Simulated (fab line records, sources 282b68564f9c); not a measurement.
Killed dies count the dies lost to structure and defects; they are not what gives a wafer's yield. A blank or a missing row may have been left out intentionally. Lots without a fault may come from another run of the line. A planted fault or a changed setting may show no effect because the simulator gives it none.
fab line records ; flow rit_cmos
[record] lots = 5; wafers = 23
route steps=202 shown ACTIVE@4 NWELL@29 PWELL@41 WELLDRIVE@50 NRETRO@61 PRETRO@65
start_h: start of the lot's first displayed wafer, in hours after the record's first day ; wait_h: hours since the lot's step before ; " as in the row above ; L1.1+2: several wafers, shown together as one row ; - no value, or no start given ; * or withheld: withheld ; < > ~ a bound
route shown NAME@n: a module of which the file shows steps, and the number in the route of the first ; usual: mean and standard deviation over wafers with no fault ; same: alike in all rows ; chamber/n: place in a boat ; sites: the reading at each site ; _std_site: standard deviation of those values ; _edge_site: the outer-site mean with the inner-site mean subtracted ; radius_mm: for every site, how far away it sits from the centre of the wafer ; mask NAME#n: copy n ; behind: the last tool/chamber to shape the wafer ; hold: why the lot went on hold/how many hours it stayed there/how the hold came to an end ; device: which transistor (n, p or np) failed to switch ; end of line: the tests these same wafers got at the end of their route ; step lacking rows: just its recipe ; killed: dies lost to structure and defects at the first sort, not the wafer's yield ; map: dies across one wafer; x = killed, . = not, _ = none there
set.NAME: setting as actually run; set.NAME@STEP: the setting as run at that earlier step ; model.NAME: the simulator's own value behind a step, which no gauge read
one table per step and one row per wafer, for lots whose settings were changed on purpose
[[steps]]
[step RIT_ACTIVE_CVD_03]
[recipe] material = Si3N4; target_thk_nm = 150; temp_c = 810; precursor = SiH2Cl2/NH3; time_s = 1500; pressure_mtorr = 300; sih2cl2_flow_sccm = 60; nh3_flow_sccm = 150
lot.wafer;tool;chamber;start_h;wait_h;set.time_s;model.Si3N4_of_ACTIVE_CVD_03.thk_nm
L074.2;lpcvd-02;0;12.83;0.0;1500;146.3
L074.3;lpcvd-02;0;12.83;0.0;1500;146.5
L074.5;lpcvd-02;0;12.83;0.0;1500;146.7
L075.1;-;-;-;0.1;1319;131.8
L075.3;-;-;-;0.1;1319;132.9
L075.4;-;-;-;0.1;1319;132.7
L075.5;-;-;-;0.1;1319;131.7
L075.6;-;-;-;0.1;1319;131.3
L077.2;-;-;-;0.0;1624;160
L077.3;-;-;-;0.0;1624;160.5
L077.4;-;-;-;0.0;1624;160.4
L077.5;-;-;-;0.0;1624;160.2
L077.6;-;-;-;0.0;1624;160.7
L079.1;-;-;-;0.1;1689;171.8
L079.3;-;-;-;0.1;1689;172
L079.4;-;-;-;0.1;1689;172.3
L079.5;-;-;-;0.1;1689;171.4
L079.6;-;-;-;0.1;1689;171.6
L084.1;-;-;-;1.2;1500;152.3
L084.3;-;-;-;1.2;1500;152
L084.4;-;-;-;1.2;1500;153.2
L084.5;-;-;-;1.2;1500;151.1
L084.6;-;-;-;1.2;1500;151.9
[step RIT_ACTIVE_THK_MEAS_04]
[recipe] reads = Si3N4_of_ACTIVE_CVD_03
[usual] ACTIVE_NITRIDE_THK = 149.9/2.1
lot.wafer;tool;chamber;start_h;wait_h;set.time_s@ACTIVE_CVD_03;ACTIVE_NITRIDE_THK[nm]
L074.2;film_metro-04;-;14.25;0.0;1500;146.2
L074.3;film_metro-04;-;14.25;0.0;1500;146.5
L074.5;film_metro-04;-;14.25;0.0;1500;146.8
L075.1;film_metro-04;-;-;-;1319;131.7
L075.3;film_metro-04;-;-;-;1319;132.9
L075.4;film_metro-04;-;-;-;1319;132.6
L075.5;film_metro-04;-;-;-;1319;131.5
L075.6;film_metro-04;-;-;-;1319;131.3
L077.2;film_metro-01;-;-;-;1624;160.2
L077.3;film_metro-01;-;-;-;1624;160.5
L077.4;film_metro-01;-;-;-;1624;160.3
L077.5;film_metro-01;-;-;-;1624;160.3
L077.6;film_metro-01;-;-;-;1624;160.8
L079.1;film_metro-02;-;-;-;1689;171.7
L079.3;film_metro-02;-;-;-;1689;171.9
L079.4;film_metro-02;-;-;-;1689;172.4
L079.5;film_metro-02;-;-;-;1689;171.5
L079.6;film_metro-02;-;-;-;1689;171.6
L084.1;film_metro-01;-;-;-;1500;152.4
L084.3;film_metro-01;-;-;-;1500;152.0
L084.4;film_metro-01;-;-;-;1500;153.3
L084.5;film_metro-01;-;-;-;1500;150.9
L084.6;film_metro-01;-;-;-;1500;151.9
[step RIT_ACTIVE_COAT_06]
[recipe] resist = NOVOLAK; spin_rpm = 3250; resist_thk_nm = 1000
lot.wafer;tool;chamber;start_h;wait_h;set.spin_rpm;model.NOVOLAK_of_ACTIVE_COAT_06.thk_nm
L074.2;litho_track-02;0;14.49;0.1;3250;998.9
L074.3;litho_track-02;0;14.49;0.1;3250;1000
L074.5;litho_track-02;0;14.49;0.1;3250;999
L075.1;litho_track-04;0;19.95;0.1;3250;998
L075.3;litho_track-04;0;19.95;0.1;3250;997.3
L075.4;litho_track-04;0;19.95;0.1;3250;997.2
L075.5;litho_track-04;0;19.95;0.1;3123;1018
L075.6;litho_track-04;0;19.95;0.1;3123;1019
L077.2;litho_track-02;0;30.55;0.1;3332;983.5
L077.3;litho_track-02;0;30.55;0.1;3332;982.2
L077.4;litho_track-02;0;30.55;0.1;3250;994.8
L077.5;litho_track-02;0;30.55;0.1;3250;994.4
L077.6;litho_track-02;0;30.55;0.1;3250;994.2
L079.1;litho_track-01;0;39.45;0.1;3250;995.9
L079.3;litho_track-01;0;39.45;0.1;3071;1026
L079.4+6;litho_track-01;0;39.45;0.1;3071;1025
L079.5;litho_track-01;0;39.45;0.1;3250;998.5
L084.1;litho_track-04;0;65.19;0.1;3147;1015
L084.3;litho_track-04;0;65.19;0.1;3250;996.8
L084.4;litho_track-04;0;65.19;0.1;3250;998
L084.5;litho_track-04;0;65.19;0.1;3147;1014
L084.6;litho_track-04;0;65.19;0.1;3147;1013
[step RIT_ACTIVE_SOFTBAKE_07]
[recipe] resist = NOVOLAK; temp_c = 90; time_s = 60
[step RIT_ACTIVE_EXPOSE_08]
[recipe] mask_id = M1; na = 0.6; source_shape = conventional; sigma_outer = 0.6; target_cd_nm = 1400; dose_mj = 225
[step RIT_ACTIVE_DEVELOP_10]
[recipe] resist = NOVOLAK; develop_time_s = 50; dev_temp_c = 23
[step RIT_ACTIVE_HARDBAKE_12]
[recipe] resist = NOVOLAK; temp_c = 140; time_s = 60
lot.wafer;tool;chamber;start_h;wait_h;set.spin_rpm@ACTIVE_COAT_06;model.NOVOLAK_of_ACTIVE_COAT_06.thk_nm
L074.2;litho_track-02;0;15.31;0.1;3250;882.8
L074.3;litho_track-02;0;15.31;0.1;3250;884
L074.5;litho_track-02;0;15.31;0.1;3250;882.9
L075.1;litho_track-02;0;20.96;0.2;3250;882
L075.3+4;litho_track-02;0;20.96;0.2;3250;881.4
L075.5;litho_track-02;0;20.96;0.2;3123;899.9
L075.6;litho_track-02;0;20.96;0.2;3123;900.2
L077.2;litho_track-04;0;31.37;0.1;3332;869.3
L077.3;litho_track-04;0;31.37;0.1;3332;868.1
L077.4;litho_track-04;0;31.37;0.1;3250;879.3
L077.5;litho_track-04;0;31.37;0.1;3250;878.8
L077.6;litho_track-04;0;31.37;0.1;3250;878.7
L079.1;litho_track-02;0;40.27;0.1;3250;880.1
L079.3;litho_track-02;0;40.27;0.1;3071;906.3
L079.4;litho_track-02;0;40.27;0.1;3071;906
L079.5;litho_track-02;0;40.27;0.1;3250;882.4
L079.6;litho_track-02;0;40.27;0.1;3071;905.6
L084.1;litho_track-01;0;66.13;0.1;3147;897.2
L084.3;litho_track-01;0;66.13;0.1;3250;881
L084.4;litho_track-01;0;66.13;0.1;3250;882.1
L084.5;litho_track-01;0;66.13;0.1;3147;895.9
L084.6;litho_track-01;0;66.13;0.1;3147;895.4
[step RIT_ACTIVE_ETCH_13]
[recipe] stop_on = SiO2; chemistry = SF6; target = Si3N4; time_s = 210; over_etch_frac = 0.4; SF6_flow_sccm = 200; pressure_mtorr = 260; rf_w = 125; target_depth_a = 2100
[usual] oes_product_au = 0.821/0.011
lot.wafer;tool;chamber;start_h;wait_h;set.time_s@ACTIVE_CVD_03;set.spin_rpm@ACTIVE_COAT_06;oes_product_au;model.NOVOLAK_of_ACTIVE_COAT_06.thk_nm;model.ACTIVE.feature_depth_nm;model.etch.depth_nm
L074.2;rie_diel-01;1;15.43;0.1;1500;3250;0.803;649.8;147.2;146.3
L074.3;rie_diel-01;3;15.43;0.1;1500;3250;0.835;654.5;146.5;146.5
L074.5;rie_diel-01;2;15.43;0.1;1500;3250;0.803;653.6;146.7;146.7
L075.1;rie_diel-04;0;21.11;0.1;1319;3250;0.772;645.8;133;-
L075.3;rie_diel-04;2;21.11;0.1;1319;3250;0.760;648.4;134.2;132.9
L075.4;rie_diel-04;0;21.11;0.1;1319;3250;0.771;645.1;134;132.7
L075.5;rie_diel-04;2;21.11;0.1;1319;3123;0.764;668.4;132.9;-
L075.6;rie_diel-04;3;21.11;0.1;1319;3123;0.754;670.5;131.3;131.3
L077.2;rie_diel-03;0;31.50;0.1;1624;3332;0.868;644.3;160;160
L077.3;rie_diel-03;3;31.50;0.1;1624;3332;0.868;644.1;160.5;-
L077.4;rie_diel-03;1;31.50;0.1;1624;3250;0.854;645.3;161.2;-
L077.5;rie_diel-03;1;31.50;0.1;1624;3250;0.841;646.1;160.9;160.2
L077.6;rie_diel-03;2;31.50;0.1;1624;3250;0.856;651.8;160.7;-
L079.1;rie_diel-01;2;40.42;0.1;1689;3250;0.881;649.7;171.8;-
L079.3;rie_diel-01;0;40.42;0.1;1689;3071;0.888;678.6;172;-
L079.4;rie_diel-01;2;40.42;0.1;1689;3071;0.885;675.6;172.3;-
L079.5;rie_diel-01;1;40.42;0.1;1689;3250;0.878;648.9;172.4;171.4
L079.6;rie_diel-01;0;40.42;0.1;1689;3071;0.887;680.2;171.6;171.6
L084.1;rie_diel-01;3;66.28;0.1;1500;3147;0.849;670.1;152.3;152.3
L084.3;rie_diel-01;0;66.28;0.1;1500;3250;0.833;657.2;152;-
L084.4;rie_diel-01;1;66.28;0.1;1500;3250;0.823;652.6;154.1;-
L084.5;rie_diel-01;0;66.28;0.1;1500;3147;0.822;673;151.1;-
L084.6;rie_diel-01;1;66.28;0.1;1500;3147;0.821;663;152.9;151.9
[step RIT_ACTIVE_STRIP_14]
[recipe] chemistry = O2; time_s = 180; resist = NOVOLAK; platen_temp_c = withheld; power_w = 500; pressure_mtorr = 4000; o2_flow_sccm = 4000
[step RIT_ACTIVE_CLEAN_15]
[recipe] chemistry = SC1; mix = 3:3:50; time_s = 600; temp_c = 75
lot.wafer;tool;chamber;start_h;wait_h;set.time_s@ACTIVE_CVD_03;model.Si3N4_of_ACTIVE_CVD_03.thk_nm
L074.2;wet_bench-04;1;15.86;0.1;1500;145.8
L074.3;wet_bench-04;1;15.86;0.1;1500;146.1
L074.5;wet_bench-04;1;15.86;0.1;1500;146.3
L075.1;wet_bench-04;1;21.54;0.1;1319;131.3
L075.3;wet_bench-04;1;21.54;0.1;1319;132.5
L075.4;wet_bench-04;1;21.54;0.1;1319;132.3
L075.5;wet_bench-04;1;21.54;0.1;1319;131.2
L075.6;wet_bench-04;1;21.54;0.1;1319;130.8
L077.2;wet_bench-04;2;31.92;0.1;1624;159.6
L077.3;wet_bench-04;2;31.92;0.1;1624;160.1
L077.4;wet_bench-04;2;31.92;0.1;1624;160
L077.5;wet_bench-04;2;31.92;0.1;1624;159.8
L077.6;wet_bench-04;2;31.92;0.1;1624;160.3
L079.1;wet_bench-03;0;40.85;0.1;1689;171.4
L079.3;wet_bench-03;0;40.85;0.1;1689;171.6
L079.4;wet_bench-03;0;40.85;0.1;1689;171.9
L079.5;wet_bench-03;0;40.85;0.1;1689;171
L079.6;wet_bench-03;0;40.85;0.1;1689;171.2
L084.1;wet_bench-02;2;66.71;0.1;1500;151.9
L084.3;wet_bench-02;2;66.71;0.1;1500;151.6
L084.4;wet_bench-02;2;66.71;0.1;1500;152.7
L084.5;wet_bench-02;2;66.71;0.1;1500;150.7
L084.6;wet_bench-02;2;66.71;0.1;1500;151.5
[step RIT_NWELL_COAT_01]
[recipe] resist = NOVOLAK; spin_rpm = 2000; resist_thk_nm = 1300
lot.wafer;tool;chamber;start_h;wait_h;set.spin_rpm;model.NOVOLAK_of_NWELL_COAT_01.thk_nm
L074.2;litho_track-03;0;20.71;0.1;2000;1295
L074.3;litho_track-03;0;20.71;0.1;2000;1298
L074.5;litho_track-03;0;20.71;0.1;2000;1296
L075.1;litho_track-03;0;25.90;0.1;1869;1345
L075.3;litho_track-03;0;25.90;0.1;1869;1347
L075.4;litho_track-03;0;25.90;0.1;2000;1297
L075.5;litho_track-03;0;25.90;0.1;2000;1296
L075.6;litho_track-03;0;25.90;0.1;1869;1343
L077.2;litho_track-04;0;36.33;0.1;2000;1304
L077.3;litho_track-04;0;36.33;0.1;2000;1301
L077.4+5+6;litho_track-04;0;36.33;0.1;2000;1303
L079.1;litho_track-03;0;47.05;0.1;1932;1324
L079.3;litho_track-03;0;47.05;0.1;1932;1328
L079.4;litho_track-03;0;47.05;0.1;2000;1304
L079.5;litho_track-03;0;47.05;0.1;1932;1326
L079.6;litho_track-03;0;47.05;0.1;2000;1306
L084.1;litho_track-02;0;71.07;0.1;2000;1298
L084.3+4;litho_track-02;0;71.07;0.1;2091;1272
L084.5;litho_track-02;0;71.07;0.1;2091;1271
L084.6;litho_track-02;0;71.07;0.1;2000;1295
[step RIT_NWELL_SOFTBAKE_02]
[recipe] resist = NOVOLAK; temp_c = 90; time_s = 60
[step RIT_NWELL_EXPOSE_03]
[recipe] mask_id = M2; na = 0.57; target_cd_nm = 43900; dose_mj = 250
[step RIT_NWELL_DEVELOP_05]
[recipe] resist = NOVOLAK; develop_time_s = 68; dev_temp_c = 23
[step RIT_NWELL_HARDBAKE_07]
[recipe] resist = NOVOLAK; temp_c = 140; time_s = 120
lot.wafer;tool;chamber;start_h;wait_h;set.spin_rpm@NWELL_COAT_01;model.NOVOLAK_of_NWELL_COAT_01.thk_nm
L074.2;litho_track-03;0;21.62;0.1;2000;1132
L074.3;litho_track-03;0;21.62;0.1;2000;1135
L074.5;litho_track-03;0;21.62;0.1;2000;1133
L075.1;litho_track-04;0;26.66;0.0;1869;1176
L075.3;litho_track-04;0;26.66;0.0;1869;1177
L075.4;litho_track-04;0;26.66;0.0;2000;1134
L075.5;litho_track-04;0;26.66;0.0;2000;1133
L075.6;litho_track-04;0;26.66;0.0;1869;1174
L077.2+6;litho_track-03;0;37.28;0.1;2000;1140
L077.3;litho_track-03;0;37.28;0.1;2000;1138
L077.4+5;litho_track-03;0;37.28;0.1;2000;1139
L079.1;litho_track-04;0;47.90;0.0;1932;1157
L079.3;litho_track-04;0;47.90;0.0;1932;1161
L079.4;litho_track-04;0;47.90;0.0;2000;1140
L079.5;litho_track-04;0;47.90;0.0;1932;1160
L079.6;litho_track-04;0;47.90;0.0;2000;1142
L084.1;litho_track-02;0;71.96;0.0;2000;1135
L084.3+4;litho_track-02;0;71.96;0.0;2091;1113
L084.5;litho_track-02;0;71.96;0.0;2091;1112
L084.6;litho_track-02;0;71.96;0.0;2000;1133
[step RIT_NWELL_IMPLANT_08]
[recipe] species = P; energy_kev = 170; dose_cm2 = 5e+13; tilt_deg = 7
lot.wafer;tool;chamber;start_h;wait_h;set.dose_cm2
L074.2+3+5;implanter-02;0;21.85;0.2;5e+13
L075.1+3+4+5+6;implanter-01;0;26.91;0.2;5e+13
L077.2+5+6;implanter-02;0;37.52;0.2;4.82e+13
L077.3+4;implanter-02;0;37.52;0.2;5e+13
L079.1+5+6;implanter-01;0;48.15;0.2;5e+13
L079.3+4;implanter-01;0;48.15;0.2;4.752e+13
L084.1+3+4;implanter-02;0;72.21;0.2;5e+13
L084.5+6;implanter-02;0;72.21;0.2;5.356e+13
[step RIT_NWELL_STRIP_09]
[recipe] chemistry = O2; time_s = 180; resist = NOVOLAK; platen_temp_c = withheld; power_w = 500; pressure_mtorr = 4000; o2_flow_sccm = 4000
[step RIT_NWELL_TW_MEAS_10]
[usual] NWELL_TW = 2149/22
lot.wafer;tool;chamber;start_h;wait_h;set.dose_cm2@NWELL_IMPLANT_08;NWELL_TW
L074.2;film_metro-01;-;22.16;0.1;5e+13;2175
L074.3;film_metro-01;-;22.16;0.1;5e+13;2183
L074.5;film_metro-01;-;22.16;0.1;5e+13;2190
L075.1;film_metro-03;-;27.24;0.1;5e+13;2127
L075.3;film_metro-03;-;27.24;0.1;5e+13;2124
L075.4;film_metro-03;-;27.24;0.1;5e+13;2122
L075.5;film_metro-03;-;27.24;0.1;5e+13;2129
L075.6;film_metro-03;-;27.24;0.1;5e+13;2127
L077.2;film_metro-01;-;37.83;0.1;4.82e+13;2144
L077.3;film_metro-01;-;37.83;0.1;5e+13;2173
L077.4;film_metro-01;-;37.83;0.1;5e+13;2176
L077.5;film_metro-01;-;37.83;0.1;4.82e+13;2157
L077.6;film_metro-01;-;37.83;0.1;4.82e+13;2156
L079.1;film_metro-04;-;48.47;0.1;5e+13;2161
L079.3;film_metro-04;-;48.47;0.1;4.752e+13;2115
L079.4;film_metro-04;-;48.47;0.1;4.752e+13;2105
L079.5;film_metro-04;-;48.47;0.1;5e+13;2143
L079.6;film_metro-04;-;48.47;0.1;5e+13;2151
L084.1;film_metro-04;-;72.53;0.1;5e+13;2152
L084.3;film_metro-04;-;72.53;0.1;5e+13;2164
L084.4;film_metro-04;-;72.53;0.1;5e+13;2149
L084.5;film_metro-04;-;72.53;0.1;5.356e+13;2207
L084.6;film_metro-04;-;72.53;0.1;5.356e+13;2212
[step RIT_PWELL_SOFTBAKE_02]
[recipe] resist = NOVOLAK; temp_c = 90; time_s = 60
lot.wafer;tool;chamber;start_h;wait_h;set.temp_c
L074.2+3+5;litho_track-03;0;22.54;0.1;90
L075.1+4+6;litho_track-01;0;27.60;0.1;92.87
L075.3+5;litho_track-01;0;27.60;0.1;90
L077.2+3+5;litho_track-01;0;38.20;0.1;90
L077.4+6;litho_track-01;0;38.20;0.1;88.32
L079.1+4+5;litho_track-02;0;48.83;0.1;92.52
L079.3+6;litho_track-02;0;48.83;0.1;90
L084.1+4+6;litho_track-01;0;72.89;0.1;90
L084.3+5;litho_track-01;0;72.89;0.1;91.98
[step RIT_PWELL_EXPOSE_03]
[recipe] mask_id = M3; na = 0.57; target_cd_nm = 43700; dose_mj = 250
[step RIT_PWELL_PEB_04]
[recipe] resist = NOVOLAK; temp_c = withheld; time_s = withheld
[step RIT_PWELL_DEVELOP_05]
[recipe] resist = NOVOLAK; develop_time_s = 68; dev_temp_c = 23
lot.wafer;tool;chamber;start_h;wait_h;set.temp_c@PWELL_SOFTBAKE_02;model.NOVOLAK_of_PWELL_COAT_01.thk_nm
L074.2+5;litho_track-03;0;-;-;90;1301
L074.3;litho_track-03;0;-;-;90;1300
L075.1;litho_track-02;0;-;-;92.87;1287
L075.3;litho_track-02;0;-;-;90;1301
L075.4;litho_track-02;0;-;-;92.87;1289
L075.5;litho_track-02;0;-;-;90;1295
L075.6;litho_track-02;0;-;-;92.87;1288
L077.2;litho_track-01;0;-;-;90;1293
L077.3;litho_track-01;0;-;-;90;1294
L077.4+6;litho_track-01;0;-;-;88.32;1297
L077.5;litho_track-01;0;-;-;90;1292
L079.1;litho_track-01;0;-;-;92.52;1288
L079.3;litho_track-01;0;-;-;90;1298
L079.4;litho_track-01;0;-;-;92.52;1284
L079.5;litho_track-01;0;-;-;92.52;1287
L079.6;litho_track-01;0;-;-;90;1296
L084.1;litho_track-01;0;-;-;90;1298
L084.3;litho_track-01;0;-;-;91.98;1290
L084.4;litho_track-01;0;-;-;90;1297
L084.5;litho_track-01;0;-;-;91.98;1288
L084.6;litho_track-01;0;-;-;90;1300
[step RIT_PWELL_IMPLANT_08]
[recipe] species = B; energy_kev = 170; dose_cm2 = 7e+13; tilt_deg = 7
lot.wafer;tool;chamber;start_h;wait_h;set.energy_kev;model.implant.rp_nm;model.implant.drp_nm
L074.2+3+5;implanter-03;0;23.45;0.2;170;493.2;102.9
L075.1+6;implanter-02;0;28.72;0.2;173.3;492.1;103.4
L075.3+4+5;implanter-02;0;28.72;0.2;170;484.9;102.9
L077.2+3+4+5+6;implanter-01;0;39.19;0.2;170;485.7;102.9
L079.1+3+4+5+6;implanter-01;0;49.70;0.2;170;486.2;102.9
L084.1+3;implanter-02;0;73.88;0.2;180;502.2;104.5
L084.4+5+6;implanter-02;0;73.88;0.2;170;480.5;102.9
[step RIT_PWELL_STRIP_09]
[recipe] chemistry = O2; time_s = 180; resist = NOVOLAK; platen_temp_c = withheld; power_w = 500; pressure_mtorr = 4000; o2_flow_sccm = 4000
[step RIT_WELLDRIVE_ANNEAL_00]
[recipe] temp_c = 1100; time_s = 14700; ambient = N2
[step RIT_WELLDRIVE_RS_MEAS_01]
[recipe] thk_meas_gauge = four-point-probe
[usual] NWELL_RS = 275.4/0.79
lot.wafer;tool;chamber;start_h;wait_h;set.dose_cm2@NWELL_IMPLANT_08;NWELL_RS[ohm/sq]
L074.2;film_metro-04;-;29.91;0.0;5e+13;276.1
L074.3;film_metro-04;-;29.91;0.0;5e+13;275.0
L074.5;film_metro-04;-;29.91;0.0;5e+13;275.0
L075.1;film_metro-01;-;34.75;0.0;5e+13;275.5
L075.3;film_metro-01;-;34.75;0.0;5e+13;275.3
L075.4;film_metro-01;-;34.75;0.0;5e+13;275.8
L075.5;film_metro-01;-;34.75;0.0;5e+13;275.7
L075.6;film_metro-01;-;34.75;0.0;5e+13;274.9
L077.2;film_metro-01;-;44.97;0.0;4.82e+13;281.0
L077.3;film_metro-01;-;44.97;0.0;5e+13;275.3
L077.4;film_metro-01;-;44.97;0.0;5e+13;275.9
L077.5;film_metro-01;-;44.97;0.0;4.82e+13;281.2
L077.6;film_metro-01;-;44.97;0.0;4.82e+13;281.4
L079.1;film_metro-03;-;55.36;0.0;5e+13;275.0
L079.3;film_metro-03;-;55.36;0.0;4.752e+13;283.2
L079.4;film_metro-03;-;55.36;0.0;4.752e+13;283.1
L079.5;film_metro-03;-;55.36;0.0;5e+13;275.4
L079.6;film_metro-03;-;55.36;0.0;5e+13;274.9
L084.1;film_metro-04;-;80.34;0.0;5e+13;274.7
L084.3;film_metro-04;-;80.34;0.0;5e+13;273.4
L084.4;film_metro-04;-;80.34;0.0;5e+13;274.9
L084.5;film_metro-04;-;80.34;0.0;5.356e+13;263.3
L084.6;film_metro-04;-;80.34;0.0;5.356e+13;262.9
[step RIT_NRETRO_IMPLANT_08]
[recipe] species = P; energy_kev = 70; dose_cm2 = 1e+13; tilt_deg = 7
lot.wafer;tool;chamber;start_h;wait_h;set.energy_kev;model.implant.rp_nm;model.implant.drp_nm
L074.2+3+5;implanter-03;0;31.45;0.2;70;85.23;33.94
L075.1+5;implanter-03;0;36.15;0.2;67.74;82.28;33
L075.3+4+6;implanter-03;0;36.15;0.2;70;85.1;33.94
L077.2+3+4+5+6;implanter-01;0;46.51;0.2;70;84.2;33.94
L079.1+3;implanter-01;0;56.76;0.2;72.78;85.95;35.07
L079.4+5+6;implanter-01;0;56.76;0.2;70;82.58;33.94
L084.1+4;implanter-04;0;81.75;0.2;71.94;85.71;34.73
L084.3+5+6;implanter-04;0;81.75;0.2;70;83.34;33.94
[step RIT_PRETRO_COAT_01]
[recipe] resist = NOVOLAK; spin_rpm = 2000; resist_thk_nm = 1300
lot.wafer;tool;chamber;start_h;wait_h;set.resist_thk_nm;model.NOVOLAK_of_PRETRO_COAT_01.thk_nm
L074.2;litho_track-02;0;31.99;0.1;1300;1299
L074.3;litho_track-02;0;31.99;0.1;1300;1296
L074.5;litho_track-02;0;31.99;0.1;1300;1297
L075.1+3;litho_track-02;0;36.69;0.1;1300;1302
L075.4;litho_track-02;0;36.69;0.1;1300;1307
L075.5;litho_track-02;0;36.69;0.1;1300;1300
L075.6;litho_track-02;0;36.69;0.1;1300;1301
L077.2;litho_track-04;0;47.04;0.1;1300;1292
L077.3;litho_track-04;0;47.04;0.1;1300;1293
L077.4;litho_track-04;0;47.04;0.1;1300;1296
L077.5;litho_track-04;0;47.04;0.1;1300;1294
L077.6;litho_track-04;0;47.04;0.1;1300;1291
L079.1+4;litho_track-01;0;57.30;0.1;1300;1293
L079.3;litho_track-01;0;57.30;0.1;1350;1349
L079.5;litho_track-01;0;57.30;0.1;1350;1346
L079.6;litho_track-01;0;57.30;0.1;1300;1298
L084.1;litho_track-02;0;82.29;0.1;1300;1304
L084.3+4;litho_track-02;0;82.29;0.1;1300;1301
L084.5;litho_track-02;0;82.29;0.1;1223;1224
L084.6;litho_track-02;0;82.29;0.1;1223;1219
[step RIT_PRETRO_HARDBAKE_07]
[recipe] resist = NOVOLAK; temp_c = 140; time_s = 120
lot.wafer;tool;chamber;start_h;wait_h;set.temp_c;set.resist_thk_nm@PRETRO_COAT_01;model.NOVOLAK_of_PRETRO_COAT_01.thk_nm
L074.2;litho_track-02;0;32.89;0.1;140;1300;1136
L074.3;litho_track-02;0;32.89;0.1;140;1300;1133
L074.5;litho_track-02;0;32.89;0.1;140;1300;1134
L075.1;litho_track-04;0;37.49;0.0;140;1300;1138
L075.3;litho_track-04;0;37.49;0.0;140;1300;1139
L075.4;litho_track-04;0;37.49;0.0;141.2;1300;1141
L075.5;litho_track-04;0;37.49;0.0;140;1300;1137
L075.6;litho_track-04;0;37.49;0.0;141.2;1300;1136
L077.2;litho_track-02;0;47.87;0.1;137.3;1300;1135
L077.3;litho_track-02;0;47.87;0.1;140;1300;1131
L077.4;litho_track-02;0;47.87;0.1;140;1300;1133
L077.5;litho_track-02;0;47.87;0.1;140;1300;1132
L077.6;litho_track-02;0;47.87;0.1;137.3;1300;1134
L079.1;litho_track-02;0;58.19;0.0;140;1300;1131
L079.3;litho_track-02;0;58.19;0.0;136.6;1350;1186
L079.4;litho_track-02;0;58.19;0.0;136.6;1300;1137
L079.5;litho_track-02;0;58.19;0.0;140;1350;1177
L079.6;litho_track-02;0;58.19;0.0;140;1300;1135
L084.1;litho_track-04;0;83.05;0.0;140;1300;1140
L084.3;litho_track-04;0;83.05;0.0;140;1300;1138
L084.4;litho_track-04;0;83.05;0.0;140;1300;1137
L084.5;litho_track-04;0;83.05;0.0;140;1223;1072
L084.6;litho_track-04;0;83.05;0.0;140;1223;1067
[[key]]
[split] step = RIT_ACTIVE_CVD_03; setting = time_s; stated = 1500; by = lot
[response] step = RIT_ACTIVE_CVD_03; reading = model.Si3N4_of_ACTIVE_CVD_03.thk_nm; change = +1.54; per = 1%; r = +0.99
[response] step = RIT_ACTIVE_THK_MEAS_04; reading = ACTIVE_NITRIDE_THK; change = +1.55; per = 1%; r = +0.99
[response] step = RIT_ACTIVE_ETCH_13; reading = oes_product_au; change = +0.00474; per = 1%; r = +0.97
[response] step = RIT_ACTIVE_ETCH_13; reading = model.ACTIVE.feature_depth_nm; change = +1.51; per = 1%; r = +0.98
[response] step = RIT_ACTIVE_ETCH_13; reading = model.etch.depth_nm; change = +1.52; per = 1%; r = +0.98
[response] step = RIT_ACTIVE_CLEAN_15; reading = model.Si3N4_of_ACTIVE_CVD_03.thk_nm; change = +1.55; per = 1%; r = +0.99
[split] step = RIT_ACTIVE_COAT_06; setting = spin_rpm; stated = 3250; by = wafer
[response] step = RIT_ACTIVE_COAT_06; reading = model.NOVOLAK_of_ACTIVE_COAT_06.thk_nm; change = -5.16; per = 1%; r = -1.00
[response] step = RIT_ACTIVE_HARDBAKE_12; reading = model.NOVOLAK_of_ACTIVE_COAT_06.thk_nm; change = -4.52; per = 1%; r = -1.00
[response] step = RIT_ACTIVE_ETCH_13; reading = model.NOVOLAK_of_ACTIVE_COAT_06.thk_nm; change = -4.86; per = 1%; r = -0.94
[split] step = RIT_NWELL_COAT_01; setting = spin_rpm; stated = 2000; by = wafer
[response] step = RIT_NWELL_COAT_01; reading = model.NOVOLAK_of_NWELL_COAT_01.thk_nm; change = -6.72; per = 1%; r = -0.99
[response] step = RIT_NWELL_HARDBAKE_07; reading = model.NOVOLAK_of_NWELL_COAT_01.thk_nm; change = -5.78; per = 1%; r = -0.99
[split] step = RIT_NWELL_IMPLANT_08; setting = dose_cm2; stated = 5e+13; by = wafer
[response] step = RIT_NWELL_TW_MEAS_10; reading = NWELL_TW; change = +7.65; per = 1%; r = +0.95
[response] step = RIT_WELLDRIVE_RS_MEAS_01; reading = NWELL_RS; change = -1.59; per = 1%; r = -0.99
[split] step = RIT_PWELL_SOFTBAKE_02; setting = temp_c; stated = 90; by = wafer
[response] step = RIT_PWELL_DEVELOP_05; reading = model.NOVOLAK_of_PWELL_COAT_01.thk_nm; change = -3.43; per = 1%; r = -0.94
[split] step = RIT_PWELL_IMPLANT_08; setting = energy_kev; stated = 170; by = wafer
[response] step = RIT_PWELL_IMPLANT_08; reading = model.implant.rp_nm; change = +3.69; per = 1%; r = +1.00
[response] step = RIT_PWELL_IMPLANT_08; reading = model.implant.drp_nm; change = +0.274; per = 1%; r = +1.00
[split] step = RIT_NRETRO_IMPLANT_08; setting = energy_kev; stated = 70; by = wafer
[response] step = RIT_NRETRO_IMPLANT_08; reading = model.implant.rp_nm; change = +0.858; per = 1%; r = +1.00
[response] step = RIT_NRETRO_IMPLANT_08; reading = model.implant.drp_nm; change = +0.286; per = 1%; r = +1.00
[split] step = RIT_PRETRO_COAT_01; setting = resist_thk_nm; stated = 1300; by = wafer
[response] step = RIT_PRETRO_COAT_01; reading = model.NOVOLAK_of_PRETRO_COAT_01.thk_nm; change = +13.6; per = 1%; r = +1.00
[response] step = RIT_PRETRO_HARDBAKE_07; reading = model.NOVOLAK_of_PRETRO_COAT_01.thk_nm; change = +11.8; per = 1%; r = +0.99
[split] step = RIT_PRETRO_HARDBAKE_07; setting = temp_c; stated = 140; by = wafer
response none clear
